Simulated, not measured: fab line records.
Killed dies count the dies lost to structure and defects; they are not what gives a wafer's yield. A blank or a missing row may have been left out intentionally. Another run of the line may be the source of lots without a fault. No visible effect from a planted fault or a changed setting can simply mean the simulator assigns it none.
fab line records ; flow berkeleyCmos170
record lots=13; wafers=39; lastDay=12
route steps=331 shown NLDD@164 SPACER@174 PSD@184 NSD@193
lots that met no fault: from a run of the same line without faults
startH: hours from the record's first day to the start of the lot's first wafer shown ; waitH: hours since the lot's step before ; " as in the row above ; L1.1+2: several wafers, shown together as one row ; - value missing, or start not given ; * or withheld: withheld ; < > ~ a bound
route shown NAME@n: NAME is a module with steps in the file, n the number in the route of the first one ; usual: average and standard deviation across the fault-free wafers ; same: alike in all rows ; chamber/n: place in a boat ; sites: per-site readings ; _std_site: how widely they spread, as a standard deviation ; _edge_site: inner sites' mean taken away from outer sites' mean ; radiusMm: for every site, how far away it sits from the centre of the wafer ; mask NAME#n: copy n ; behind: the most recent tool/chamber to have shaped the wafer ; hold: cause of the lot's hold/its duration in hours/its outcome ; device: which transistor (n, p or np) failed to switch ; end of line: tests of these same wafers at the route's end ; a step without rows: its recipe alone ; killed: at the first sort, the dies lost to defects and structure; wafer yield is something else ; map: the dies of a wafer, with x for killed, . for not killed, _ for no die there
set.NAME: the setting that was run; set.NAME@STEP: the one run at that earlier step ; model.NAME: the simulator's own value behind a step, which no gauge read
steps of the route over a sample of lots; a table a step, a row a wafer
services: the hour from which a tool's chamber was out of use, counted from the record's first day as startH (under 0 if before that day), plus the number of hours and why
## steps
# step UCB170_NLDD_CD_MEAS_06
# recipe targetCdNm=1200
# usual cdNm=1199.7/1.6
lot.wafer;tool;chamber;startH;waitH;cdNm
L791.2;cdSem-02;-;159.80;-;1198.8
L791.5;cdSem-02;-;159.80;-;1199.3
L791.6;cdSem-02;-;159.80;-;1197.7
L793.1;cdSem-02;-;176.45;-;1200.8
L793.4;cdSem-02;-;176.45;-;1201.7
L793.5;cdSem-02;-;176.45;-;1200.4
L796.1;cdSem-02;-;176.69;-;1198.7
L796.2;cdSem-02;-;176.69;-;1198.9
L796.4;cdSem-02;-;176.69;-;1199.7
L794.1;cdSem-02;-;176.93;-;1202.1
L794.4;cdSem-02;-;176.93;-;1200.7
L794.5;cdSem-02;-;176.93;-;1201.3
L798.1;cdSem-02;-;193.71;-;1201.6
L798.3;cdSem-02;-;193.71;-;1200.7
L798.5;cdSem-02;-;193.71;-;1202.3
L799.2;cdSem-02;-;195.17;-;1197.7
L799.4;cdSem-02;-;195.17;-;1198.5
L799.6;cdSem-02;-;195.17;-;1199.0
L801.3;cdSem-02;-;203.73;-;1200.6
L801.4;cdSem-02;-;203.73;-;1199.8
L801.6;cdSem-02;-;203.73;-;1200.4
L803.1;cdSem-02;-;209.64;-;1199.0
L803.5;cdSem-02;-;209.64;-;1200.6
L803.6;cdSem-02;-;209.64;-;1198.9
L806.1;cdSem-01;-;229.47;-;1200.3
L806.3;cdSem-01;-;229.47;-;1199.2
L806.4;cdSem-01;-;229.47;-;1200.1
L812.2;cdSem-02;-;254.02;-;1198.4
L812.3;cdSem-02;-;254.02;-;1198.5
L812.4;cdSem-02;-;254.02;-;1198.6
L811.1;cdSem-01;-;254.33;-;1202.3
L811.4;cdSem-01;-;254.33;-;1202.1
L811.6;cdSem-01;-;254.33;-;1201.7
L813.4;cdSem-02;-;262.44;-;1200.4
L813.5;cdSem-02;-;262.44;-;1197.8
L813.6;cdSem-02;-;262.44;-;1198.4
L814.1;cdSem-02;-;262.62;-;1197.8
L814.2;cdSem-02;-;262.62;-;1197.1
L814.6;cdSem-02;-;262.62;-;1196.7
# step UCB170_SPACER_ETCHBACK_03
# recipe stopOn=Si; target=SiO2; chemistry=CHF3/CF4/Ar; CHF3_flow_sccm=50; cf4FlowSccm=10; Ar_flow_sccm=120; pressureMtorr=200; rfW=500; targetDepthA=3760; timeS=100
# usual drypumpMotorCurrentA=5.7/0.4; oesProductAu=0.911/0.019; throttleValvePct=6.47/0.11
lot.wafer;tool;chamber;startH;waitH;drypumpMotorCurrentA;oesProductAu;rfHoursCounterH;throttleValvePct
L791.2;rieDiel-04;3;165.44;0.0;5.3;0.919;99;6.47
L791.5;rieDiel-04;3;165.44;0.0;5.3;0.933;-;6.45
L791.6;rieDiel-04;0;165.44;0.0;5.8;0.920;-;6.56
L793.1;rieDiel-01;2;183.27;0.0;6.0;0.869;101;6.44
L793.4;rieDiel-01;3;183.27;0.0;5.8;0.883;27;6.41
L793.5;rieDiel-01;1;183.27;0.0;6.1;0.929;-;6.31
L796.1;rieDiel-03;0;183.27;0.0;5.1;0.904;69;6.66
L796.2;rieDiel-03;1;183.27;0.0;5.6;0.898;7;6.34
L796.4;rieDiel-03;3;183.27;0.0;6.5;0.932;15;6.64
L794.1;rieDiel-04;0;183.35;0.1;5.8;0.915;6;6.56
L794.4;rieDiel-04;3;183.35;0.1;5.3;0.907;-;6.46
L794.5;rieDiel-04;0;183.35;0.1;5.8;0.927;-;6.57
L798.1;rieDiel-03;0;199.85;0.0;5.1;0.902;70;6.63
L798.3;rieDiel-03;2;199.85;0.0;5.6;0.903;47;6.44
L798.5;rieDiel-03;1;199.85;0.0;5.5;0.916;-;6.32
L799.2;rieDiel-01;2;199.85;0.0;6.0;0.864;102;6.44
L799.4;rieDiel-01;0;199.85;0.0;5.3;0.893;7;6.42
L799.6;rieDiel-01;2;199.85;0.0;6.0;0.884;-;6.44
L801.3;rieDiel-04;3;209.10;0.0;5.3;0.921;102;6.45
L801.4;rieDiel-04;2;209.10;0.0;5.4;0.933;1;6.57
L801.6;rieDiel-04;0;209.10;0.0;5.8;0.940;-;6.58
L803.1;rieDiel-04;2;215.27;0.0;5.4;0.915;1;6.56
L803.5;rieDiel-04;2;215.27;0.0;5.4;0.942;-;6.57
L803.6;rieDiel-04;3;215.27;0.0;5.3;0.932;-;6.45
L806.1;rieDiel-03;2;236.07;0.0;5.6;0.908;49;6.47
L806.3;rieDiel-03;0;236.07;0.0;5.1;0.916;72;6.65
L806.4;rieDiel-03;3;236.07;0.0;6.5;0.939;18;6.64
L811.1;rieDiel-03;0;263.44;0.0;5.1;0.896;73;6.66
L811.4;rieDiel-03;2;263.44;0.0;5.6;0.903;50;6.46
L811.6;rieDiel-03;2;263.44;0.0;5.6;0.903;-;6.47
L812.2;rieDiel-01;2;263.44;0.0;6.0;0.864;105;6.44
L812.3;rieDiel-01;1;263.44;0.0;6.1;0.917;46;6.31
L812.4;rieDiel-01;3;263.44;0.0;5.8;0.894;32;6.42
L813.4;rieDiel-03;2;270.23;0.0;5.6;0.922;50;6.44
L813.5;rieDiel-03;1;270.23;0.0;5.5;0.902;-;6.36
L813.6;rieDiel-03;0;270.23;0.0;5.1;0.931;-;6.65
L814.1;rieDiel-01;0;270.23;0.0;5.3;0.883;12;6.41
L814.2;rieDiel-01;2;270.23;0.0;6.0;0.865;105;6.43
L814.6;rieDiel-01;0;270.23;0.0;5.3;0.899;-;6.40
# step UCB170_PSD_STRIP_09
# recipe chemistry=O2; powerW=400; pressureMtorr=3500; platenTempC=withheld; o2FlowSccm=400; overashFraction=0.5
# usual drypumpMotorCurrentA=6.07/0.29; oesProductAu=0.600/0.0047; stripTimeToEndpointS=29.39/0.08
lot.wafer;tool;chamber;startH;waitH;drypumpMotorCurrentA;oesProductAu;rfHoursCounterH;stripTimeToEndpointS
L791.2;plasmaAsher-04;0;167.66;0.1;6.47;0.598;6;29.44
L791.5;plasmaAsher-04;0;167.66;0.1;6.44;0.605;-;29.34
L791.6;plasmaAsher-04;1;167.66;0.1;6.09;0.601;-;29.47
L793.1;plasmaAsher-03;0;185.55;0.1;6.14;0.603;38;29.37
L793.4;plasmaAsher-03;1;185.55;0.1;5.45;0.596;-;29.38
L793.5;plasmaAsher-03;1;185.55;0.1;5.46;0.598;-;29.44
L796.1;plasmaAsher-03;0;186.03;0.1;6.18;0.605;38;29.39
L796.2;plasmaAsher-03;1;186.03;0.1;5.45;0.599;38;29.41
L796.4;plasmaAsher-03;0;186.03;0.1;6.16;0.603;-;29.42
L794.1;plasmaAsher-01;1;186.27;0.1;6.07;0.606;45;29.40
L794.4;plasmaAsher-01;1;186.27;0.1;6.09;0.603;-;29.39
L794.5;plasmaAsher-01;1;186.27;0.1;6.14;0.601;-;29.43
L799.2;plasmaAsher-04;1;203.16;0.1;6.08;0.612;11;29.43
L799.4;plasmaAsher-04;0;203.16;0.1;6.45;0.596;-;29.39
L799.6;plasmaAsher-04;0;203.16;0.1;6.47;0.606;-;29.44
L798.1;plasmaAsher-01;1;203.28;0.1;6.09;0.606;47;29.44
L798.3;plasmaAsher-01;0;203.28;0.1;6.15;0.602;-;29.40
L798.5;plasmaAsher-01;1;203.28;0.1;6.12;0.601;-;29.50
L801.3;plasmaAsher-01;1;210.90;0.1;6.04;0.606;-;29.26
L801.4;plasmaAsher-01;0;210.90;0.1;6.15;0.599;-;29.28
L801.6;plasmaAsher-01;0;210.90;0.1;6.14;0.602;-;29.31
L803.1;plasmaAsher-01;0;217.59;0.1;6.15;0.426;50;-
L803.5;plasmaAsher-01;0;217.59;0.1;6.17;0.431;-;-
L803.6;plasmaAsher-01;1;217.59;0.1;5.99;0.444;-;-
L806.1;plasmaAsher-04;0;237.88;0.1;6.43;0.604;17;29.33
L806.3;plasmaAsher-04;1;237.88;0.1;6.07;0.600;-;29.38
L806.4;plasmaAsher-04;0;237.88;0.1;6.44;0.597;-;29.32
L812.2;plasmaAsher-04;0;264.92;0.1;6.45;0.604;20;29.46
L812.3;plasmaAsher-04;0;264.92;0.1;6.44;0.600;-;29.48
L812.4;plasmaAsher-04;1;264.92;0.1;6.10;0.596;-;29.54
L811.1;plasmaAsher-03;1;265.19;0.1;5.41;0.599;46;29.29
L811.4;plasmaAsher-03;1;265.19;0.1;5.47;0.603;-;29.31
L811.6;plasmaAsher-03;0;265.19;0.1;6.16;0.600;-;29.27
L813.4;plasmaAsher-01;0;271.49;0.1;6.14;0.599;-;29.40
L813.5;plasmaAsher-01;0;271.49;0.1;6.15;0.605;-;29.33
L813.6;plasmaAsher-01;1;271.49;0.1;6.09;0.610;-;29.34
L814.1;plasmaAsher-03;1;271.57;0.1;5.45;0.599;47;29.30
L814.2;plasmaAsher-03;0;271.57;0.1;6.15;0.599;47;29.23
L814.6;plasmaAsher-03;1;271.57;0.1;5.46;0.601;-;29.21
# step UCB170_NSD_CD_MEAS_06
# recipe targetCdNm=1200
# usual cdNm=1200.0/1.5
lot.wafer;tool;chamber;startH;waitH;cdNm
L791.2;cdSem-02;-;172.71;-;1199.8
L791.5;cdSem-02;-;172.71;-;1199.2
L791.6;cdSem-02;-;172.71;-;1199.5
L793.1;cdSem-02;-;187.89;-;1198.6
L793.4;cdSem-02;-;187.89;-;1199.1
L793.5;cdSem-02;-;187.89;-;1198.2
L796.1;cdSem-02;-;189.07;-;1199.5
L796.2;cdSem-02;-;189.07;-;1201.5
L796.4;cdSem-02;-;189.07;-;1201.0
L794.1;cdSem-02;-;189.43;-;1202.0
L794.4;cdSem-02;-;189.43;-;1201.2
L794.5;cdSem-02;-;189.43;-;1202.1
L799.2;cdSem-02;-;207.28;-;1199.0
L799.4;cdSem-02;-;207.28;-;1198.3
L799.6;cdSem-02;-;207.28;-;1198.6
L798.1;cdSem-02;-;207.50;-;1196.8
L798.3;cdSem-02;-;207.50;-;1198.3
L798.5;cdSem-02;-;207.50;-;1198.1
L801.3;cdSem-01;-;212.58;-;1199.6
L801.4;cdSem-01;-;212.58;-;1200.3
L801.6;cdSem-01;-;212.58;-;1199.6
L803.1;cdSem-01;-;220.26;-;1198.7
L803.5;cdSem-01;-;220.26;-;1198.7
L803.6;cdSem-01;-;220.26;-;1199.7
L806.1;cdSem-02;-;240.47;-;1200.9
L806.3;cdSem-02;-;240.47;-;1199.7
L806.4;cdSem-02;-;240.47;-;1200.0
L812.2;cdSem-02;-;266.70;-;1202.5
L812.3;cdSem-02;-;266.70;-;1202.7
L812.4;cdSem-02;-;266.70;-;1202.9
L811.1;cdSem-01;-;266.89;-;1202.2
L811.4;cdSem-01;-;266.89;-;1202.7
L811.6;cdSem-01;-;266.89;-;1201.0
L814.1;cdSem-02;-;274.84;-;1200.2
L814.2;cdSem-02;-;274.84;-;1199.3
L814.6;cdSem-02;-;274.84;-;1200.4
L813.4;cdSem-02;-;275.45;-;1198.6
L813.5;cdSem-02;-;275.45;-;1199.0
L813.6;cdSem-02;-;275.45;-;1196.6
# step UCB170_NSD_STRIP_09
# recipe chemistry=O2; powerW=400; pressureMtorr=3500; platenTempC=withheld; o2FlowSccm=400; overashFraction=0.5
# usual drypumpMotorCurrentA=5.91/0.3; oesProductAu=0.534/0.0046; stripTimeToEndpointS=35.83/0.087
lot.wafer;tool;chamber;startH;waitH;drypumpMotorCurrentA;oesProductAu;rfHoursCounterH;stripTimeToEndpointS
L791.2;plasmaAsher-03;1;173.00;0.1;5.48;0.527;36;35.99
L791.5;plasmaAsher-03;1;173.00;0.1;5.46;0.537;-;35.92
L791.6;plasmaAsher-03;0;173.00;0.1;6.16;0.528;-;35.94
L793.1;plasmaAsher-01;0;188.20;0.1;6.17;0.538;46;35.75
L793.4;plasmaAsher-01;0;188.20;0.1;6.14;0.543;-;35.73
L793.5;plasmaAsher-01;1;188.20;0.1;6.08;0.531;-;35.80
L796.1;plasmaAsher-02;1;189.38;0.1;6.14;0.533;46;35.75
L796.2;plasmaAsher-02;0;189.38;0.1;5.66;0.528;46;35.75
L796.4;plasmaAsher-02;0;189.38;0.1;5.68;0.531;-;35.79
L794.1;plasmaAsher-02;1;189.74;0.1;6.16;0.538;46;35.86
L794.4;plasmaAsher-02;1;189.74;0.1;6.19;0.535;-;35.85
L794.5;plasmaAsher-02;0;189.74;0.1;5.68;0.535;-;35.87
L799.2;plasmaAsher-02;0;207.57;0.1;5.66;0.530;48;35.79
L799.4;plasmaAsher-02;0;207.57;0.1;5.65;0.531;-;35.83
L799.6;plasmaAsher-02;0;207.57;0.1;5.65;0.540;-;35.79
L798.1;plasmaAsher-03;1;207.81;0.1;5.44;0.535;41;35.83
L798.3;plasmaAsher-03;1;207.81;0.1;5.46;0.530;-;35.86
L798.5;plasmaAsher-03;1;207.81;0.1;5.45;0.531;-;35.87
L801.3;plasmaAsher-01;0;212.88;0.1;6.13;0.534;-;35.84
L801.4;plasmaAsher-01;1;212.88;0.1;6.11;0.531;-;35.87
L801.6;plasmaAsher-01;0;212.88;0.1;6.13;0.534;-;35.89
L803.1;plasmaAsher-01;1;220.56;0.1;6.03;0.608;50;56.31
L803.5;plasmaAsher-01;1;220.56;0.1;6.06;0.608;-;56.31
L803.6;plasmaAsher-01;0;220.56;0.1;6.15;0.615;-;56.32
L806.1;plasmaAsher-02;1;240.78;0.1;6.16;0.531;51;35.78
L806.3;plasmaAsher-02;1;240.78;0.1;6.14;0.539;-;35.80
L806.4;plasmaAsher-02;0;240.78;0.1;5.64;0.539;-;35.74
L812.2;plasmaAsher-02;0;266.99;0.1;5.68;0.530;54;35.88
L812.3;plasmaAsher-02;0;266.99;0.1;5.67;0.537;-;35.80
L812.4;plasmaAsher-02;1;266.99;0.1;6.16;0.536;-;35.64
L811.1;plasmaAsher-03;0;267.20;0.1;6.17;0.543;47;35.85
L811.4;plasmaAsher-03;1;267.20;0.1;5.45;0.535;-;35.91
L811.6;plasmaAsher-03;0;267.20;0.1;6.14;0.530;-;35.92
L814.1;plasmaAsher-02;0;275.15;0.1;5.65;0.528;55;35.82
L814.2;plasmaAsher-02;1;275.15;0.1;6.16;0.523;55;35.85
L814.6;plasmaAsher-02;1;275.15;0.1;6.17;0.526;-;35.81
L813.4;plasmaAsher-03;1;275.73;0.1;5.44;0.524;-;35.73
L813.5;plasmaAsher-03;0;275.73;0.1;6.17;0.541;-;35.84
L813.6;plasmaAsher-03;1;275.73;0.1;5.45;0.535;-;35.80
# step UCB170_NSD_TW_MEAS_10
# usual NSD_TW=4162/56
lot.wafer;tool;chamber;startH;waitH;NSD_TW
L791.2;filmMetro-03;-;173.11;0.1;4072
L791.5;filmMetro-03;-;173.11;0.1;4065
L791.6;filmMetro-03;-;173.11;0.1;4051
L793.1;filmMetro-02;-;188.30;0.1;4203
L793.4;filmMetro-02;-;188.30;0.1;4221
L793.5;filmMetro-02;-;188.30;0.1;4208
L796.1;filmMetro-01;-;189.48;0.1;4201
L796.2;filmMetro-01;-;189.48;0.1;4196
L796.4;filmMetro-01;-;189.48;0.1;4182
L794.1;filmMetro-03;-;189.84;0.1;4097
L794.4;filmMetro-03;-;189.84;0.1;4075
L794.5;filmMetro-03;-;189.84;0.1;4066
L799.2;filmMetro-01;-;207.68;0.1;4195
L799.4;filmMetro-01;-;207.68;0.1;4217
L799.6;filmMetro-01;-;207.68;0.1;4219
L798.1;filmMetro-01;-;207.91;0.1;4195
L798.3;filmMetro-01;-;207.91;0.1;4206
L798.5;filmMetro-01;-;207.91;0.1;4183
L801.3;filmMetro-01;-;212.97;0.1;4174
L801.4;filmMetro-01;-;212.97;0.1;4184
L801.6;filmMetro-01;-;212.97;0.1;4193
L803.1;filmMetro-01;-;220.66;0.1;30
L803.5;filmMetro-01;-;220.66;0.1;30
L803.6;filmMetro-01;-;220.66;0.1;30
L806.1;filmMetro-03;-;240.88;0.1;4099
L806.3;filmMetro-03;-;240.88;0.1;4092
L806.4;filmMetro-03;-;240.88;0.1;4093
L812.2;filmMetro-02;-;267.10;0.1;4211
L812.3;filmMetro-02;-;267.10;0.1;4191
L812.4;filmMetro-02;-;267.10;0.1;4194
L811.1;filmMetro-03;-;267.30;0.1;4132
L811.4;filmMetro-03;-;267.30;0.1;4117
L811.6;filmMetro-03;-;267.30;0.1;4128
L814.1;filmMetro-01;-;275.25;0.1;4249
L814.2;filmMetro-01;-;275.25;0.1;4192
L814.6;filmMetro-01;-;275.25;0.1;4220
L813.4;filmMetro-02;-;275.83;0.1;4196
L813.5;filmMetro-02;-;275.83;0.1;4224
L813.6;filmMetro-02;-;275.83;0.1;4199
## services
tool;chamber;startH;hours;kind
plasmaAsher-04;-;170.05;0.8;repair
rieDiel-04;2;173.01;-;clean
rieDiel-04;2;173.01;25.0;scheduledDown
rieDiel-04;2;173.01;25.0;ventCycle
rieDiel-04;1;185.27;3.7;repair
rieDiel-04;1;194.67;3.4;repair
plasmaAsher-02;-;218.59;11.1;repair
plasmaAsher-03;-;219.36;12.2;repair
rieDiel-03;2;219.78;1.3;repair
rieDiel-01;2;222.48;21.9;repair
rieDiel-04;-;240.21;0.5;repair
rieDiel-03;-;245.37;2.8;pm
rieDiel-04;3;252.77;2.7;repair
rieDiel-04;0;266.99;8.0;repair
## key
firstSign step=UCB170_PSD_STRIP_09; reading=oesProductAu; direction=down; sigmas=36; usual=0.600; struck=0.434
effect step=UCB170_NSD_STRIP_09; reading=stripTimeToEndpointS; direction=up; sigmas=99+; usual=*; struck=*
effect step=UCB170_NSD_TW_MEAS_10; reading=NSD_TW; direction=down; sigmas=74; usual=4162; struck=30
metAt UCB170_PSD_STRIP_09
struckLots L803
rowsEnd L803.1,L803.5,L803.6
notActingAt UCB170_NLDD_CD_MEAS_06,UCB170_SPACER_ETCHBACK_03,UCB170_NSD_CD_MEAS_06
onsetBetween 210.90 217.59
fault kind=stripAborted; tool=plasmaAsher-01; chamber=-; onsetH=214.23; steps=UCB170_PSD_STRIP_09; offset=0.85; endH=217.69
# rowsEnd: these wafers met a further fault down the route, and their rows from its step on are left out
